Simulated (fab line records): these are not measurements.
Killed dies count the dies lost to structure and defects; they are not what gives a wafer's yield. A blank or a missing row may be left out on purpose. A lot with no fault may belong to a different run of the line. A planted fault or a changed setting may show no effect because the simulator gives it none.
Which of the tools did it? :: flow berkeleyCmos170 :: 42 wafers from 14 lots sampled at 3 of the route's 331 steps

WHAT EACH GAUGE READ, for each wafer
UCB170_V1_CD_MEAS_12: the cd target is 700 nm. Usual: cdNm at 699.8 nm, with a standard deviation of 1.5.
lot: L623
measured: day 8 04:23
on: cdSem-01
cdNm (nm): 701.7 701.9 701.5
flag: 

lot: L627
measured: day 9 08:47
on: cdSem-01
cdNm (nm): 701.9 701.3 700.9
flag: 

lot: L624
measured: day 9 10:25
on: cdSem-01
cdNm (nm): 700.7 701.4 701.3
flag: 

lot: L626
measured: day 9 11:45
on: cdSem-01
cdNm (nm): 699.5 701.7 700.9
flag: 

lot: L631
measured: day 10 03:06
on: cdSem-01
cdNm (nm): 698.0 697.1 698.1
flag: 

lot: L633
measured: day 10 10:32
on: cdSem-01
cdNm (nm): 700.6 700.1 700.0
flag: 

lot: L634
measured: day 10 22:22
on: cdSem-02
cdNm (nm): 697.8 699.4 698.8
flag: 

lot: L635
measured: day 10 22:35
on: cdSem-02
cdNm (nm): 700.3 700.4 700.5
flag: 

lot: L637
measured: day 11 22:12
on: cdSem-02
cdNm (nm): 699.2 698.1 700.2
flag: 

lot: L638
measured: day 11 22:30
on: cdSem-02
cdNm (nm): 702.0 700.8 702.3
flag: 

lot: L642
measured: day 12 17:38
on: cdSem-02
cdNm (nm): 697.9 699.4 699.1
flag: 

lot: L643
measured: day 13 23:25
on: cdSem-02
cdNm (nm): 698.8 698.9 700.1
flag: 

lot: L645
measured: day 14 17:16
on: cdSem-02
cdNm (nm): 701.8 701.4 701.7
flag: 

lot: L646
measured: day 14 17:33
on: cdSem-01
cdNm (nm): 696.7 697.8 696.0
flag: 

UCB170_V2_OVL_MEAS_13. Usual: V2_OVL -1 nm, standard deviation 4.8.
lot: L623
measured: day 8 10:45
on: overlay-02
V2_OVL (nm): 4 3 -3
flag: 

lot: L627
measured: day 9 13:56
on: overlay-02
V2_OVL (nm): -2 4 -6
flag: 

lot: L624
measured: day 9 15:57
on: overlay-01
V2_OVL (nm): -2 6 4
flag: 

lot: L626
measured: day 9 17:30
on: overlay-02
V2_OVL (nm): -2 -5 -7
flag: 

lot: L631
measured: day 10 10:49
on: overlay-01
V2_OVL (nm): -4 -4 -2
flag: 

lot: L633
measured: day 10 15:38
on: overlay-02
V2_OVL (nm): -2 -5 -7
flag: 

lot: L634
measured: day 11 07:49
on: overlay-01
V2_OVL (nm): 4 -3 6
flag: 

lot: L635
measured: day 11 07:05
on: overlay-01
V2_OVL (nm): -5 -2 -3
flag: 

lot: L637
measured: day 12 05:05
on: overlay-01
V2_OVL (nm): 2 1 6
flag: 

lot: L638
measured: day 12 05:25
on: overlay-01
V2_OVL (nm): -11 -4 -8
flag: 

lot: L642
measured: day 13 01:55
on: overlay-01
V2_OVL (nm): -3 -5 1
flag: 

lot: L643
measured: day 14 06:27
on: overlay-01
V2_OVL (nm): 6 2 5
flag: 

lot: L645
measured: day 14 22:53
on: overlay-01
V2_OVL (nm): -1 -5 -8
flag: 

lot: L646
measured: day 14 23:05
on: overlay-02
V2_OVL (nm): -10 11 -6
flag: 

UCB170_V2_CD_MEAS_90: the cd target is 700 nm. Usual: cdNm at 700.2 nm, with a standard deviation of 2.
lot: L623
measured: day 8 11:07
on: cdSem-02
cdNm (nm): 701.6 699.6 698.9
flag: 

lot: L627
measured: day 9 14:15
on: cdSem-01
cdNm (nm): 701.2 700.9 702.9
flag: 

lot: L624
measured: day 9 16:16
on: cdSem-01
cdNm (nm): 702.3 701.9 700.1
flag: 

lot: L626
measured: day 9 17:49
on: cdSem-02
cdNm (nm): 697.3 694.6 693.9
flag: 

lot: L631
measured: day 10 11:10
on: cdSem-02
cdNm (nm): 699.9 701.5 700.2
flag: 

lot: L633
measured: day 10 15:58
on: cdSem-02
cdNm (nm): 701.1 702.1 704.1
flag: 

lot: L634
measured: day 11 08:09
on: cdSem-02
cdNm (nm): 702.0 700.4 702.5
flag: 

lot: L635
measured: day 11 07:25
on: cdSem-01
cdNm (nm): 701.2 700.3 700.0
flag: 

lot: L637
measured: day 12 05:24
on: cdSem-01
cdNm (nm): 699.8 700.4 696.0
flag: 

lot: L638
measured: day 12 05:45
on: cdSem-02
cdNm (nm): 698.7 699.6 698.5
flag: 

lot: L642
measured: day 13 02:13
on: cdSem-02
cdNm (nm): 699.5 697.9 698.3
flag: 

lot: L643
measured: day 14 06:46
on: cdSem-02
cdNm (nm): 701.4 699.4 698.9
flag: 

lot: L645
measured: day 14 23:12
on: cdSem-01
cdNm (nm): 697.8 699.3 697.6
flag: 

lot: L646
measured: day 14 23:28
on: cdSem-01
cdNm (nm): 699.8 701.1 701.2
flag: 

TOOL THAT RAN EACH LOT (tool first, then ch and the chambers of the sampled wafers, then the start)
Record: no process step prior to these readings.

WHAT THE TOOLS THEMSELVES READ (means of the sampled wafers that have a number; where no wafer has one, the mark that the record gives instead)
The record holds no such reading with a usual standard deviation.

THE ANSWER, worked out from the rows above alone
Rule: a lot is off if the mean of its wafers that have a number lies more than 3 standard deviations from the usual mean. Also off: a lot with no number at a reading for which 4 or more lots have one. The other lots that the step has rows for count as sound. Order of review: gauges by route order, followed by the tools' own readings, for which a lot's mean as printed above is used. The first step at which some lot is off is used, and at that step the reading that is off furthest; a lot without a number counts as furthest.
No lot is off on any of the readings shown, so nothing can be concluded from this.

WHAT HAD BEEN PUT IN BY THE SIMULATOR
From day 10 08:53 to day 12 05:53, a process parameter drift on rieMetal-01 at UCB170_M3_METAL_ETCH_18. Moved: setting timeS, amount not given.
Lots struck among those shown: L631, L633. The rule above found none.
